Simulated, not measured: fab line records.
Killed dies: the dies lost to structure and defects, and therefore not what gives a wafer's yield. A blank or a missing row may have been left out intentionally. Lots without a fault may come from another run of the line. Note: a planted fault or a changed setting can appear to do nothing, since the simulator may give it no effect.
fab line records + flow berkeley-cmos170
[record]
- lots = 14
- wafers = 42
- last-day = 13
route steps=331 shown NLDD@167 CONTACT@224 M1@239
lots untouched by any fault: they come from a run of this same line in which no faults occurred
start-h: hours from the record's opening day to when the first of the lot's shown wafers began + wait-h: hours since the lot's step before + " unchanged from the row above + L1.1+2: several wafers, shown together as one row + - either no value or no given start + * or withheld: withheld + < > ~ a bound
route shown NAME@n: names a module that has steps shown in the file, with the first one's number in the route + usual: mean/standard deviation of fault-free wafers + same: alike in all rows + chamber/n: place in a boat + sites: per-site readings + _std_site: the values' standard deviation + _edge_site: outer sites' mean less inner sites' + radius-mm: for every site, how far away it sits from the centre of the wafer + mask NAME#n: copy n + behind: the tool/chamber that last shaped the wafer + hold: cause of the lot's hold/its duration in hours/its outcome + device: names the non-switching transistor (n, p or np) + end of line: the route-end tests of the same wafers + step lacking rows: just its recipe + killed: at the first sort, the dies lost to defects and structure; wafer yield is something else + map: the dies of a wafer, with x for killed, . for not killed, _ for no die there
set.NAME: the run value of the setting; set.NAME@STEP: its run value at that earlier step + model.NAME: the simulator's own value behind a step, which no gauge read
route steps across a sampled set of lots; one table per step, one row per wafer
services: a tool's chamber out of use, with start hour (start-h, from the record's first day; less than 0 if before it), hours out, and reason
[[steps]]
[step UCB170_NLDD_IMPLANT_09]
[recipe]
- species = As
- dose-cm2 = 5e+13
- energy-kev = 30
- tilt-deg = 7
- rotation-deg = 180
[usual]
- dose-ions-cm2 = 5e+13/5.6e+10
- faraday-current-uA = 158/3
| lot.wafer | tool         | chamber | start-h | wait-h | dose-ions-cm2 | faraday-current-uA |
|-----------|--------------|---------|---------|--------|---------------|--------------------|
| L532.1    | implanter-04 | 0       | 160.24  | 0.1    | 5.001e+13     | 161                |
| L532.3    | "            | 0       | "       | "      | 5.005e+13     | 159                |
| L532.6    | "            | 0       | "       | "      | 5.001e+13     | 161                |
| L531.1    | implanter-02 | 0       | 160.48  | 0.1    | 5e+13         | 151                |
| L531.3    | "            | 0       | "       | "      | 5.002e+13     | 154                |
| L531.5    | "            | 0       | "       | "      | 5.002e+13     | 157                |
| L533.3    | implanter-04 | 0       | 160.77  | 0.1    | 4.999e+13     | 160                |
| L533.5    | "            | 0       | "       | "      | 5e+13         | 156                |
| L533.6    | "            | 0       | "       | "      | 4.998e+13     | 158                |
| L535.3    | implanter-02 | 0       | 176.52  | 0.1    | 5e+13         | 157                |
| L535.4    | "            | 0       | "       | "      | 5.004e+13     | 156                |
| L535.6    | "            | 0       | "       | "      | 4.994e+13     | 158                |
| L536.1    | implanter-04 | 0       | 189.80  | 0.1    | 4.995e+13     | 156                |
| L536.4    | "            | 0       | "       | "      | 5.004e+13     | 159                |
| L536.5    | "            | 0       | "       | "      | 4.996e+13     | 156                |
| L538.1    | implanter-03 | 0       | 190.11  | 0.1    | 5.003e+13     | 157                |
| L538.2    | "            | 0       | "       | "      | 4.999e+13     | 157                |
| L538.6    | "            | 0       | "       | "      | 5.002e+13     | 162                |
| L543.1    | implanter-02 | 0       | 204.23  | 0.1    | 5e+13         | 153                |
| L543.2    | "            | 0       | "       | "      | 4.993e+13     | 159                |
| L543.5    | "            | 0       | "       | "      | 4.999e+13     | 157                |
| L539.1    | implanter-04 | 0       | 204.32  | 0.1    | 5.01e+13      | 157                |
| L539.4    | "            | 0       | "       | "      | 5.005e+13     | 155                |
| L539.5    | "            | 0       | "       | "      | 5.007e+13     | 156                |
| L540.2    | implanter-03 | 0       | 204.50  | 0.1    | 5.005e+13     | 157                |
| L540.4    | "            | 0       | "       | "      | 4.996e+13     | 154                |
| L540.5    | "            | 0       | "       | "      | 5.011e+13     | 159                |
| L544.1    | implanter-03 | 0       | 216.27  | 0.1    | 7.311e+13     | 229                |
| L544.5    | "            | 0       | "       | "      | 7.301e+13     | 223                |
| L544.6    | "            | 0       | "       | "      | 7.307e+13     | 229                |
| L545.1    | implanter-03 | 0       | 217.01  | 0.1    | 7.31e+13      | 234                |
| L545.3    | "            | 0       | "       | "      | 7.321e+13     | 244                |
| L545.4    | "            | 0       | "       | "      | 7.321e+13     | 228                |
| L542.2    | implanter-04 | 0       | 217.02  | 0.1    | 4.998e+13     | 163                |
| L542.3    | "            | 0       | "       | "      | 5e+13         | 163                |
| L542.6    | "            | 0       | "       | "      | 4.998e+13     | 153                |
| L550.1    | implanter-02 | 0       | 254.29  | 0.1    | 5e+13         | 157                |
| L550.4    | "            | 0       | "       | "      | 4.995e+13     | 161                |
| L550.5    | "            | 0       | "       | "      | 4.995e+13     | 161                |
| L553.1    | implanter-02 | 0       | 269.11  | 0.1    | 5.001e+13     | 159                |
| L553.4    | "            | 0       | "       | "      | 5.001e+13     | 156                |
| L553.5    | "            | 0       | "       | "      | 4.998e+13     | 157                |
[step UCB170_NLDD_TW_MEAS_11]
[usual]
- NLDD_TW = 2221/11
| lot.wafer | tool          | chamber | start-h | wait-h | NLDD_TW |
|-----------|---------------|---------|---------|--------|---------|
| L532.1    | film-metro-03 | -       | 160.49  | 0.1    | 2240    |
| L532.3    | "             | -       | "       | "      | 2229    |
| L532.6    | "             | -       | "       | "      | 2213    |
| L531.1    | film-metro-02 | -       | 160.73  | 0.1    | 2236    |
| L531.3    | "             | -       | "       | "      | 2222    |
| L531.5    | "             | -       | "       | "      | 2221    |
| L533.3    | film-metro-02 | -       | 160.99  | 0.1    | 2215    |
| L533.5    | "             | -       | "       | "      | 2225    |
| L533.6    | "             | -       | "       | "      | 2219    |
| L535.3    | film-metro-03 | -       | 176.74  | 0.1    | 2238    |
| L535.4    | "             | -       | "       | "      | 2228    |
| L535.6    | "             | -       | "       | "      | 2246    |
| L536.1    | film-metro-03 | -       | 190.08  | 0.1    | 2228    |
| L536.4    | "             | -       | "       | "      | 2228    |
| L536.5    | "             | -       | "       | "      | 2215    |
| L538.1    | film-metro-04 | -       | 190.36  | 0.1    | 2215    |
| L538.2    | "             | -       | "       | "      | 2214    |
| L538.6    | "             | -       | "       | "      | 2223    |
| L543.1    | film-metro-04 | -       | 204.48  | 0.1    | 2219    |
| L543.2    | "             | -       | "       | "      | 2214    |
| L543.5    | "             | -       | "       | "      | 2209    |
| L539.1    | film-metro-03 | -       | 204.57  | 0.1    | 2209    |
| L539.4    | "             | -       | "       | "      | 2207    |
| L539.5    | "             | -       | "       | "      | 2206    |
| L540.2    | film-metro-02 | -       | 204.73  | 0.1    | 2219    |
| L540.4    | "             | -       | "       | "      | 2202    |
| L540.5    | "             | -       | "       | "      | 2215    |
| L544.1    | film-metro-03 | -       | 216.52  | 0.1    | 2344    |
| L544.5    | "             | -       | "       | "      | 2340    |
| L544.6    | "             | -       | "       | "      | 2340    |
| L542.2    | film-metro-04 | -       | 217.25  | 0.1    | 2240    |
| L542.3    | "             | -       | "       | "      | 2239    |
| L542.6    | "             | -       | "       | "      | 2229    |
| L545.1    | film-metro-03 | -       | 217.29  | 0.1    | 2339    |
| L545.3    | "             | -       | "       | "      | 2346    |
| L545.4    | "             | -       | "       | "      | 2352    |
| L550.1    | film-metro-03 | -       | 254.54  | 0.1    | 2219    |
| L550.4    | "             | -       | "       | "      | 2235    |
| L550.5    | "             | -       | "       | "      | 2229    |
| L553.1    | film-metro-02 | -       | 269.36  | 0.1    | 2199    |
| L553.4    | "             | -       | "       | "      | 2198    |
| L553.5    | "             | -       | "       | "      | 2214    |
[step UCB170_SDANNEAL_RS_MEAS_05]
[recipe]
- thk-meas-gauge = four-point-probe
[usual]
- NLDD_RS = 616.0/1.3
| lot.wafer | tool          | chamber | start-h | wait-h | NLDD_RS[ohm/sq] |
|-----------|---------------|---------|---------|--------|-----------------|
| L532.1    | film-metro-02 | -       | 174.11  | 0.1    | 613.1           |
| L532.3    | "             | -       | "       | "      | 614.1           |
| L532.6    | "             | -       | "       | "      | 615.2           |
| L531.1    | film-metro-03 | -       | 174.32  | 0.1    | 615.6           |
| L531.3    | "             | -       | "       | "      | 616.0           |
| L531.5    | "             | -       | "       | "      | 615.8           |
| L533.3    | film-metro-04 | -       | 174.39  | 0.1    | 617.6           |
| L533.5    | "             | -       | "       | "      | 616.5           |
| L533.6    | "             | -       | "       | "      | 617.1           |
| L535.3    | film-metro-03 | -       | 191.85  | 0.1    | 615.4           |
| L535.4    | "             | -       | "       | "      | 615.8           |
| L535.6    | "             | -       | "       | "      | 616.0           |
| L536.1    | film-metro-04 | -       | 201.38  | 0.1    | 619.8           |
| L536.4    | "             | -       | "       | "      | 616.4           |
| L536.5    | "             | -       | "       | "      | 617.2           |
| L538.1    | film-metro-03 | -       | 201.55  | 0.1    | 613.6           |
| L538.2    | "             | -       | "       | "      | 616.5           |
| L538.6    | "             | -       | "       | "      | 614.4           |
| L539.1    | film-metro-03 | -       | 216.05  | 0.1    | 614.7           |
| L539.4    | "             | -       | "       | "      | 614.7           |
| L539.5    | "             | -       | "       | "      | 614.4           |
| L543.1    | film-metro-02 | -       | 216.50  | 0.1    | 615.6           |
| L543.2    | "             | -       | "       | "      | 616.3           |
| L543.5    | "             | -       | "       | "      | 616.3           |
| L540.2    | film-metro-04 | -       | 216.93  | 0.1    | 616.2           |
| L540.4    | "             | -       | "       | "      | 615.4           |
| L540.5    | "             | -       | "       | "      | 616.2           |
| L545.1    | film-metro-03 | -       | 226.90  | 0.1    | 534.4           |
| L545.3    | "             | -       | "       | "      | 533.4           |
| L545.4    | "             | -       | "       | "      | 533.4           |
| L544.1    | film-metro-02 | -       | 227.02  | 0.1    | 534.1           |
| L544.5    | "             | -       | "       | "      | 535.3           |
| L544.6    | "             | -       | "       | "      | 535.1           |
| L542.2    | film-metro-04 | -       | 227.37  | 0.1    | 615.6           |
| L542.3    | "             | -       | "       | "      | 617.8           |
| L542.6    | "             | -       | "       | "      | 615.1           |
| L550.1    | film-metro-04 | -       | 269.65  | 0.1    | 615.3           |
| L550.4    | "             | -       | "       | "      | 612.8           |
| L550.5    | "             | -       | "       | "      | 616.8           |
| L553.1    | film-metro-03 | -       | 281.36  | 0.1    | 615.5           |
| L553.4    | "             | -       | "       | "      | 616.8           |
| L553.5    | "             | -       | "       | "      | 616.7           |
[step UCB170_CONTACT_RTA_08]
[recipe]
- temp-c = 900
- time-s = 10
- ambient = N2
[usual]
- lamp-power-pct = 25.7/0.49
- wafer_temp_C_max = 904.0/0.88
| lot.wafer | tool          | chamber | start-h | wait-h | lamp-power-pct | wafer_temp_C_max |
|-----------|---------------|---------|---------|--------|----------------|------------------|
| L532.1    | rtp-anneal-02 | 0       | 177.94  | 0.0    | 25.2           | 904.3            |
| L532.3    | "             | 0       | "       | "      | 25.2           | 904.5            |
| L532.6    | "             | 0       | "       | "      | 25.2           | 903.6            |
| L531.1    | rtp-anneal-01 | 0       | 178.12  | 0.0    | 26.2           | 904.0            |
| L531.3    | "             | 0       | "       | "      | 26.2           | 904.8            |
| L531.5    | "             | 0       | "       | "      | 26.2           | 903.2            |
| L533.3    | rtp-anneal-01 | 0       | 178.50  | 0.0    | 26.1           | 903.3            |
| L533.5    | "             | 0       | "       | "      | 26.2           | 902.9            |
| L533.6    | "             | 0       | "       | "      | 26.2           | 902.3            |
| L535.3    | rtp-anneal-02 | 0       | 195.46  | 0.0    | 25.2           | 903.9            |
| L535.4    | "             | 0       | "       | "      | 25.2           | 903.4            |
| L535.6    | "             | 0       | "       | "      | 25.2           | 903.3            |
| L536.1    | rtp-anneal-02 | 0       | 204.65  | 0.0    | 25.2           | 905.5            |
| L536.4    | "             | 0       | "       | "      | 25.2           | 906.3            |
| L536.5    | "             | 0       | "       | "      | 25.2           | 905.5            |
| L538.1    | rtp-anneal-01 | 0       | 205.92  | 0.0    | 26.2           | 904.8            |
| L538.2    | "             | 0       | "       | "      | 26.2           | 903.6            |
| L538.6    | "             | 0       | "       | "      | 26.2           | 903.3            |
| L539.1    | rtp-anneal-01 | 0       | 220.71  | 0.0    | 26.2           | 903.1            |
| L539.4    | "             | 0       | "       | "      | 26.2           | 902.8            |
| L539.5    | "             | 0       | "       | "      | 26.2           | 903.3            |
| L543.1    | rtp-anneal-02 | 0       | 221.45  | 0.0    | 25.2           | 904.2            |
| L543.2    | "             | 0       | "       | "      | 25.2           | 905.3            |
| L543.5    | "             | 0       | "       | "      | 25.2           | 904.3            |
| L540.2    | rtp-anneal-01 | 0       | 221.72  | 0.0    | 26.2           | 903.8            |
| L540.4    | "             | 0       | "       | "      | 26.2           | 904.6            |
| L540.5    | "             | 0       | "       | "      | 26.1           | 903.9            |
| L545.1    | rtp-anneal-01 | 0       | 230.28  | 0.0    | 26.2           | 904.9            |
| L545.3    | "             | 0       | "       | "      | 26.2           | 903.1            |
| L545.4    | "             | 0       | "       | "      | 26.2           | 903.3            |
| L544.1    | rtp-anneal-02 | 0       | 231.37  | 0.0    | 25.2           | 903.8            |
| L544.5    | "             | 0       | "       | "      | 25.2           | 903.7            |
| L544.6    | "             | 0       | "       | "      | 25.2           | 904.7            |
| L542.2    | rtp-anneal-01 | 0       | 231.38  | 0.0    | 26.2           | 905.0            |
| L542.3    | "             | 0       | "       | "      | 26.2           | 902.4            |
| L542.6    | "             | 0       | "       | "      | 26.2           | 902.8            |
| L550.1    | rtp-anneal-01 | 0       | 274.53  | 0.0    | 26.2           | 903.3            |
| L550.4    | "             | 0       | "       | "      | 26.2           | 903.4            |
| L550.5    | "             | 0       | "       | "      | 26.2           | 904.6            |
| L553.1    | rtp-anneal-02 | 0       | 285.25  | 0.0    | 25.2           | 904.7            |
| L553.4    | "             | 0       | "       | "      | 25.2           | 905.4            |
| L553.5    | "             | 0       | "       | "      | 25.2           | 903.7            |
[step UCB170_CONTACT_CD_MEAS_90]
[recipe]
- target-cd-nm = 700
[usual]
- cd-nm = 699.2/1.8
| lot.wafer | tool      | chamber | start-h | wait-h | cd-nm |
|-----------|-----------|---------|---------|--------|-------|
| L532.1    | cd-sem-01 | -       | 180.09  | 0.1    | 698.8 |
| L532.3    | "         | -       | "       | "      | 699.2 |
| L532.6    | "         | -       | "       | "      | 697.1 |
| L531.1    | cd-sem-01 | -       | 180.25  | 0.1    | 697.4 |
| L531.3    | "         | -       | "       | "      | 699.7 |
| L531.5    | "         | -       | "       | "      | 698.5 |
| L533.3    | cd-sem-02 | -       | 180.67  | 0.1    | 699.5 |
| L533.5    | "         | -       | "       | "      | 698.8 |
| L533.6    | "         | -       | "       | "      | 702.1 |
| L535.3    | cd-sem-02 | -       | 197.17  | 0.1    | 698.6 |
| L535.4    | "         | -       | "       | "      | 698.0 |
| L535.6    | "         | -       | "       | "      | 698.4 |
| L536.1    | cd-sem-01 | -       | 206.11  | 0.1    | 699.6 |
| L536.4    | "         | -       | "       | "      | 698.9 |
| L536.5    | "         | -       | "       | "      | 703.5 |
| L538.1    | cd-sem-02 | -       | 207.89  | 0.1    | 695.7 |
| L538.2    | "         | -       | "       | "      | 695.8 |
| L538.6    | "         | -       | "       | "      | 695.0 |
| L539.1    | cd-sem-02 | -       | 223.22  | 0.1    | 700.2 |
| L539.4    | "         | -       | "       | "      | 698.9 |
| L539.5    | "         | -       | "       | "      | 701.3 |
| L543.1    | cd-sem-02 | -       | 223.48  | 0.1    | 701.0 |
| L543.2    | "         | -       | "       | "      | 699.9 |
| L543.5    | "         | -       | "       | "      | 701.2 |
| L540.2    | cd-sem-02 | -       | 223.78  | 0.1    | 698.8 |
| L540.4    | "         | -       | "       | "      | 701.8 |
| L540.5    | "         | -       | "       | "      | 702.0 |
| L545.1    | cd-sem-01 | -       | 231.79  | 0.1    | 701.9 |
| L545.3    | "         | -       | "       | "      | 698.9 |
| L545.4    | "         | -       | "       | "      | 702.5 |
| L542.2    | cd-sem-01 | -       | 233.89  | 0.1    | 698.8 |
| L542.3    | "         | -       | "       | "      | 699.3 |
| L542.6    | "         | -       | "       | "      | 700.6 |
| L544.1    | cd-sem-01 | -       | 233.99  | 0.1    | 697.6 |
| L544.5    | "         | -       | "       | "      | 700.4 |
| L544.6    | "         | -       | "       | "      | 697.2 |
| L550.1    | cd-sem-01 | -       | 276.28  | 0.1    | 695.8 |
| L550.4    | "         | -       | "       | "      | 698.3 |
| L550.5    | "         | -       | "       | "      | 699.5 |
| L553.1    | cd-sem-02 | -       | 286.58  | 0.1    | 702.1 |
| L553.4    | "         | -       | "       | "      | 700.4 |
| L553.5    | "         | -       | "       | "      | 702.5 |
[step UCB170_M1_RS_MEAS_01]
[recipe]
- thk-meas-gauge = four-point-probe
- reads = Al_of_M1_SPUTTER_00
[usual]
- M1_AL_RS = 0.0487/0.00075
| lot.wafer | tool          | chamber | start-h | wait-h | M1_AL_RS[ohm/sq] |
|-----------|---------------|---------|---------|--------|------------------|
| L532.1    | film-metro-04 | -       | 180.50  | 0.0    | 0.0484           |
| L532.3    | "             | -       | "       | "      | 0.0483           |
| L532.6    | "             | -       | "       | "      | 0.0480           |
| L531.1    | film-metro-03 | -       | 180.60  | 0.0    | 0.0479           |
| L531.3    | "             | -       | "       | "      | 0.0480           |
| L531.5    | "             | -       | "       | "      | 0.0473           |
| L533.3    | film-metro-04 | -       | 181.03  | 0.1    | 0.0486           |
| L533.5    | "             | -       | "       | "      | 0.0474           |
| L533.6    | "             | -       | "       | "      | 0.0487           |
| L535.3    | film-metro-03 | -       | 197.53  | 0.1    | 0.0496           |
| L535.4    | "             | -       | "       | "      | 0.0490           |
| L535.6    | "             | -       | "       | "      | 0.0494           |
| L536.1    | film-metro-04 | -       | 206.46  | 0.0    | 0.0483           |
| L536.4    | "             | -       | "       | "      | 0.0491           |
| L536.5    | "             | -       | "       | "      | 0.0484           |
| L538.1    | film-metro-04 | -       | 208.25  | 0.0    | 0.0487           |
| L538.2    | "             | -       | "       | "      | 0.0487           |
| L538.6    | "             | -       | "       | "      | 0.0488           |
| L539.1    | film-metro-03 | -       | 223.58  | 0.0    | 0.0473           |
| L539.4    | "             | -       | "       | "      | 0.0479           |
| L539.5    | "             | -       | "       | "      | 0.0463           |
| L543.1    | film-metro-03 | -       | 223.87  | 0.1    | 0.0484           |
| L543.2    | "             | -       | "       | "      | 0.0497           |
| L543.5    | "             | -       | "       | "      | 0.0499           |
| L540.2    | film-metro-04 | -       | 224.14  | 0.1    | 0.0484           |
| L540.4    | "             | -       | "       | "      | 0.0476           |
| L540.5    | "             | -       | "       | "      | 0.0484           |
| L545.1    | film-metro-03 | -       | 232.15  | 0.0    | 0.0490           |
| L545.3    | "             | -       | "       | "      | 0.0486           |
| L545.4    | "             | -       | "       | "      | 0.0496           |
| L542.2    | film-metro-04 | -       | 234.24  | 0.1    | 0.0484           |
| L542.3    | "             | -       | "       | "      | 0.0473           |
| L542.6    | "             | -       | "       | "      | 0.0493           |
| L544.1    | film-metro-03 | -       | 234.34  | 0.0    | 0.0500           |
| L544.5    | "             | -       | "       | "      | 0.0491           |
| L544.6    | "             | -       | "       | "      | 0.0501           |
| L550.1    | film-metro-04 | -       | 276.65  | 0.0    | 0.0480           |
| L550.4    | "             | -       | "       | "      | 0.0488           |
| L550.5    | "             | -       | "       | "      | 0.0499           |
| L553.1    | film-metro-04 | -       | 288.51  | 0.0    | 0.0490           |
| L553.4    | "             | -       | "       | "      | 0.0497           |
| L553.5    | "             | -       | "       | "      | 0.0503           |
[[services]]
| tool         | chamber | start-h | hours | kind   |
|--------------|---------|---------|-------|--------|
| implanter-04 | -       | 148.27  | 1.6   | repair |
| implanter-04 | -       | 220.46  | 1.4   | repair |
| implanter-03 | -       | 225.70  | 3.2   | repair |
| implanter-02 | -       | 232.77  | 9.9   | repair |
| implanter-04 | -       | 234.91  | 0.7   | repair |
| implanter-02 | -       | 265.08  | 0.6   | repair |
[[key]]
[first-sign]
- step = UCB170_NLDD_IMPLANT_09
- reading = dose-ions-cm2
- direction = up
- sigmas = 99+
- usual = 5e+13
- struck = 7.312e+13
[effect]
- step = UCB170_NLDD_IMPLANT_09
- reading = faraday-current-uA
- direction = up
- sigmas = 24
- usual = 158
- struck = 231
[effect]
- step = UCB170_NLDD_TW_MEAS_11
- reading = NLDD_TW
- direction = up
- sigmas = 11
- usual = 2221
- struck = 2343
[effect]
- step = UCB170_SDANNEAL_RS_MEAS_05
- reading = NLDD_RS
- direction = down
- sigmas = 63
- usual = 616.0
- struck = 534.3
met-at UCB170_NLDD_IMPLANT_09
struck-lots L544,L545
sort-left-out L545.1,L545.3,L545.4
tester-left-out L544,L545
not-acting-at UCB170_CONTACT_RTA_08,UCB170_CONTACT_CD_MEAS_90,UCB170_M1_RS_MEAS_01
onset-between 204.50 216.27
[fault]
- kind = process-parameter-drift
- tool = implanter-03
- chamber = -
- onset-h = 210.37
- steps = UCB170_NLDD_IMPLANT_09
- channel = dose-cm2
- offset = 2.3162e+13
- shape = step
- end-h = 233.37
- acts-in = these-recipes-only
- stated = 5e+13
// tester-left-out: of these lots the tester's yield and bins aren't shown, on N5 and GAA mostly nor the transistor test; their killed dies are dies lost to structure and defects alone, not to doping, threshold or leakage, so they don't give the yield
// sort-left-out: the simulated sort isn't trusted on such a fault, so these wafers' sort isn't shown, and their yield isn't known
